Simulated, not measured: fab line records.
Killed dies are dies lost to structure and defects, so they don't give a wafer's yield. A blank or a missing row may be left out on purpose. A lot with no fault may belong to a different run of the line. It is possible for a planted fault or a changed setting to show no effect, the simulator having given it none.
Struck lot and sound lot, side by side | flow rit cmos | 15 steps out of a route of 202
Sound: wafers L502.3, L502.5, L502.6. Wafers struck: L511.2, L511.5, L511.6. At the end, the cause is stated.
Per side, at each step with rows, come the tool, then ch with its chambers, and then its first start. Under that, the readings that differ: sound wafers | struck wafers | difference of the means | sigmas: that difference in standard deviations of wafers without a fault.
alike: words and numbers the same on both sides, and readings whose means are apart by under 2 such deviations; not compared: readings that were withheld, readings missing a value for some wafer, numbers with overlapping values and no deviation given by the record, and bounds like >300 which may hide the same value.
The two part at a step that has a row with sigmas, a row that says differs or no value, or rows on one side only. When numbers do not overlap yet have no deviation, they are printed without sigmas and do not part them. A reading that every wafer of one side lacks parts them only if that side has two wafers or more.

first, 3 steps without rows for these wafers: RIT_PRETRO_EXPOSE_03 (exposes mask M5, target cd 43700 nm); RIT_PRETRO_PEB_04; RIT_PRETRO_DEVELOP_05 (develop time 68 s).
RIT_PRETRO_OVL_MEAS_06:
  sound on overlay-01 at day 2 07:50; struck on overlay-01 at day 4 09:15
  alike: PRETRO_OVL
then, 2 steps without rows for these wafers: RIT_PRETRO_HARDBAKE_07 (time 120 s); RIT_PRETRO_IMPLANT_08.
RIT_PRETRO_STRIP_09: strips in O2, time 180 s.
  sound on plasma asher-02 ch 0,1, day 2 08:19; struck on plasma asher-01 ch 0,1, day 4 09:41
  alike: drypump motor current A
  not compared: rf hours counter h
RIT_PRETRO_TW_MEAS_10:
  sound on film metro-02 at day 2 08:28; struck on film metro-02 at day 4 09:52
  alike: PRETRO_TW
then, 4 steps without rows for these wafers: RIT_GATE_WET_ETCH_00 (etches SiO2 in BOE, target depth 56 nm, time 60 s); RIT_GATE_CLEAN_01 (cleans in SC1, time 600 s); RIT_GATE_CLEAN_02 (cleans in dHF, time 30 s); RIT_GATE_CLEAN_03 (cleans in SC2, time 600 s).
RIT_GATE_CLEAN_04: cleans in dHF, time 60 s.
  sound on wet bench-03 ch 2, day 2 08:53; struck on wet bench-02 ch 3, day 4 10:20
  reading          | sound          | struck            | difference | sigmas
  run length s (s) | 85.8 85.8 85.8 | 143.5 143.5 143.5 | +57.7      | +20
RIT_FOX2_THK_MEAS_91:
  sound on film metro-03 at day 2 08:56; struck on film metro-03 at day 4 10:23
  reading                     | sound       | struck      | difference | sigmas
  FIELD_OXIDE_LEFT_2_THK (nm) | 260 261 262 | 249 248 251 | -12        | -2
RIT_M1_PROBE_99:
  the record has rows for the sound wafers here (prober-01, day 3 12:17) and none for the struck ones

WHERE THEY PART
Last at RIT_M1_PROBE_99 as far as this record goes, first at RIT_GATE_CLEAN_04.

WHY: whatever the simulator had introduced
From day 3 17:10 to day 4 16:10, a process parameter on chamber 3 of wet bench-02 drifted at RIT_GATE_CLEAN_04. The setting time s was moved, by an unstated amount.
